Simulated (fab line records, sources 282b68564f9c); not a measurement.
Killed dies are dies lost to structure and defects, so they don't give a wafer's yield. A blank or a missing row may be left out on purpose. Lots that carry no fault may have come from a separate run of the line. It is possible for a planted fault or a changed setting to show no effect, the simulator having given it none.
Check of tool commonality :: flow rit_cmos :: 14 lots, 42 wafers sampled

## WHY THIS WAS OPENED
RIT_PRETRO_TW_MEAS_10, reading PRETRO_TW: flagged on 2 of 14 lots. Fault-free wafers read 476, with a standard deviation of 4.2.
Rule: a lot is flagged in two cases, either no wafer of it has a number, or all its wafers with numbers fall more than 4 standard deviations from that mean. The other lots count as sound.

lot: L169
measured: day 2 22:35
on: film_metro-03
PRETRO_TW, wafer by wafer: 481 480 479
flag: 

lot: L170
measured: day 3 04:08
on: film_metro-02
PRETRO_TW, wafer by wafer: 477 478 481
flag: 

lot: L171
measured: day 3 09:08
on: film_metro-01
PRETRO_TW, wafer by wafer: 468 470 470
flag: 

lot: L172
measured: day 3 12:46
on: film_metro-01
PRETRO_TW, wafer by wafer: 468 467 471
flag: 

lot: L174
measured: day 3 20:00
on: film_metro-02
PRETRO_TW, wafer by wafer: 481 479 478
flag: 

lot: L177
measured: day 4 14:27
on: film_metro-02
PRETRO_TW, wafer by wafer: 480 480 476
flag: 

lot: L178
measured: day 4 23:21
on: film_metro-02
PRETRO_TW, wafer by wafer: 480 479 478
flag: 

lot: L179
measured: day 5 04:20
on: film_metro-02
PRETRO_TW, wafer by wafer: 476 479 477
flag: 

lot: L180
measured: day 5 10:54
on: film_metro-01
PRETRO_TW, wafer by wafer: 465 469 469
flag: 

lot: L181
measured: day 5 11:19
on: film_metro-03
PRETRO_TW, wafer by wafer: 479 477 477
flag: 

lot: L182
measured: day 5 18:29
on: film_metro-01
PRETRO_TW, wafer by wafer: 468 467 469
flag: 

lot: L183
measured: day 6 00:49
on: film_metro-02
PRETRO_TW, wafer by wafer: 421 423 423
flag: FLAGGED

lot: L184
measured: day 6 06:30
on: film_metro-02
PRETRO_TW, wafer by wafer: 476 478 477
flag: 

lot: L187
measured: day 6 15:18
on: film_metro-02
PRETRO_TW, wafer by wafer: 420 422 422
flag: FLAGGED
Average over the flagged lots: 422; offset from the usual -54, equal to -13 standard deviations.

## LOT BY LOT: THE TOOL USED
The record holds 1 process step before the reading, out of a route of 202 steps. Each cell gives the tool, then ch followed by the chambers the sampled wafers passed through, then the start.
lot: L169
flag: 
RIT_PRETRO_IMPLANT_08: implanter-02 ch 0, day 2 22:11

lot: L170
flag: 
RIT_PRETRO_IMPLANT_08: implanter-02 ch 0, day 3 03:49

lot: L171
flag: 
RIT_PRETRO_IMPLANT_08: implanter-03 ch 0, day 3 08:49

lot: L172
flag: 
RIT_PRETRO_IMPLANT_08: implanter-03 ch 0, day 3 12:27

lot: L174
flag: 
RIT_PRETRO_IMPLANT_08: implanter-02 ch 0, day 3 19:43

lot: L177
flag: 
RIT_PRETRO_IMPLANT_08: implanter-01 ch 0, day 4 14:09

lot: L178
flag: 
RIT_PRETRO_IMPLANT_08: implanter-02 ch 0, day 4 23:01

lot: L179
flag: 
RIT_PRETRO_IMPLANT_08: implanter-03 ch 0, day 5 04:00

lot: L180
flag: 
RIT_PRETRO_IMPLANT_08: implanter-02 ch 0, day 5 10:34

lot: L181
flag: 
RIT_PRETRO_IMPLANT_08: implanter-02 ch 0, day 5 11:00

lot: L182
flag: 
RIT_PRETRO_IMPLANT_08: implanter-03 ch 0, day 5 18:10

lot: L183
flag: FLAGGED
RIT_PRETRO_IMPLANT_08: implanter-02 ch 0, day 6 00:30

lot: L184
flag: 
RIT_PRETRO_IMPLANT_08: implanter-03 ch 0, day 6 06:13

lot: L187
flag: FLAGGED
RIT_PRETRO_IMPLANT_08: implanter-02 ch 0, day 6 14:52
What is done by these steps:
- RIT_PRETRO_IMPLANT_08
- RIT_PRETRO_TW_MEAS_10

## FLAGGED OVER TOTAL, TOOL BY TOOL (the gauges that took the reading come last)
step: RIT_PRETRO_IMPLANT_08
tool: implanter-01
lots run: 1
flagged: 0
share of the flagged lots: none
sound lots run after its first flagged lot: -

step: RIT_PRETRO_IMPLANT_08
tool: implanter-02
lots run: 8
flagged: 2
share of the flagged lots: all
sound lots run after its first flagged lot: 0

step: RIT_PRETRO_IMPLANT_08
tool: implanter-03
lots run: 5
flagged: 0
share of the flagged lots: none
sound lots run after its first flagged lot: -

step: RIT_PRETRO_TW_MEAS_10
tool: film_metro-01
lots run: 4
flagged: 0
share of the flagged lots: none
sound lots run after its first flagged lot: -

step: RIT_PRETRO_TW_MEAS_10
tool: film_metro-02
lots run: 8
flagged: 2
share of the flagged lots: all
sound lots run after its first flagged lot: 1 (L184)

step: RIT_PRETRO_TW_MEAS_10
tool: film_metro-03
lots run: 2
flagged: 0
share of the flagged lots: none
sound lots run after its first flagged lot: -

## WHAT THE TABLE PERMITS
In 2 table rows, all flagged lots were run: implanter-02 (RIT_PRETRO_IMPLANT_08), film_metro-02 (RIT_PRETRO_TW_MEAS_10).
- implanter-02 at RIT_PRETRO_IMPLANT_08: 2 of its 8 lots flagged. Its last sound lot is L181 (day 5 11:00), its first flagged lot L183 (day 6 00:30): a fault that began between those two fits. Its own readings (dose_ions_cm2, faraday_current_uA) fall more than 4 standard deviations out on all wafers of the flagged lots.
- film_metro-02 at RIT_PRETRO_TW_MEAS_10: 2 of its 8 lots flagged. Sound lots followed the first flagged one (L184) on it, something a lasting fault affecting the whole tool could not allow.
Just one tool remains: implanter-02 at RIT_PRETRO_IMPLANT_08.

## WHAT THE SIMULATOR HAD INSERTED
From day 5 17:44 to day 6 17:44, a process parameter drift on implanter-02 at RIT_PRETRO_IMPLANT_08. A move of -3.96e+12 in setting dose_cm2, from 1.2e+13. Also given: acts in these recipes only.
Lots struck among those shown: L183, L187. The rule given above showed the same thing.
